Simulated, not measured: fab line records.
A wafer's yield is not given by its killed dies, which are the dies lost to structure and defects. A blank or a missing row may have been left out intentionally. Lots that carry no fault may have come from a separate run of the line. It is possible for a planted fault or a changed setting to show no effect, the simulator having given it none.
2 desks looking at one fault :: flow berkeleyCmos170 :: only its own numbers are on each desk; what lay behind them is given at the end

FROM THE METROLOGY DESK
Means of the sampled wafers that have a number, per lot and without regard to the tool the lot ran on: this is what the gauges read. Marked OUT: a lot whose mean sits more than 4 standard deviations from the usual mean, which makes it out of limits; the brackets give that distance.
Columns: A = NWELL_OXIDE_THK at UCB170_NWELL_THK_MEAS_02, usual 26.2 nm; B = NWELL_NITRIDE_THK at UCB170_NWELL_THK_MEAS_05, usual 223.8 nm; C = NWELL_OVL at UCB170_NWELL_OVL_MEAS_12, usual 4 nm
lot: L509
first seen here: day 3 06:10
A: 26.4
B: 224.7
C: 10

lot: L513
first seen here: day 4 00:47
A: 26.0
B: 223.4
C: 10

lot: L518
first seen here: day 5 08:16
A: 26.3
B: 222.7
C: -0

lot: L523
first seen here: day 6 01:02
A: 25.3
B: 227.4
C: 3

lot: L525
first seen here: day 6 11:45
A: 25.4
B: 223.4
C: 7

lot: L526
first seen here: day 6 19:26
A: 26.4
B: 225.0
C: 8
This desk found nothing out of limits on any of the 6 lots.

FOR THE TOOL OWNER'S DESK: implanter-02
UCB170_NWELL_IMPLANT_14, tool's own readings: per-lot mean of the sampled wafers with a number, covering each lot this tool ran. Marked OUT: a lot whose mean sits more than 4 standard deviations from the usual mean, which makes it out of limits; the brackets give that distance.
Columns: A = beamOnS at UCB170_NWELL_IMPLANT_14, usual 10.01 s; B = doseIonsCm2 at UCB170_NWELL_IMPLANT_14, usual 1e+13
lot: L509
first seen here: day 3 14:14
A: 10.07
B: 1e+13 (+35) OUT

lot: L513
first seen here: day 4 06:02
A: 10.04
B: 1e+13 (+36) OUT

lot: L526
first seen here: day 7 04:08
A: 10.08
B: 1e+13
This desk's verdict: out of limits on L509, L513, starting with L509 at day 3 14:14 (doseIonsCm2 at UCB170_NWELL_IMPLANT_14). L526: within limits.

TAKEN TOGETHER
The tool owner's desk could have raised an alarm at day 3 14:14, on L509, L513.
Nothing out of limits was seen by the metrology desk.
The metrology desk has L509, L513 on record, within its limits.
All the named lots went through UCB170_NWELL_IMPLANT_14 on implanter-02.

WHAT THE SIMULATOR PUT IN
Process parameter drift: implanter-02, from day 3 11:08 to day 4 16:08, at UCB170_NWELL_IMPLANT_14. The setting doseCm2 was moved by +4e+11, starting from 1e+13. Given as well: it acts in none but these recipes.
Lots struck among those shown: L509, L513.
Each desk's first reading out of limits, in hours after the fault started: the tool owner's desk, 3.
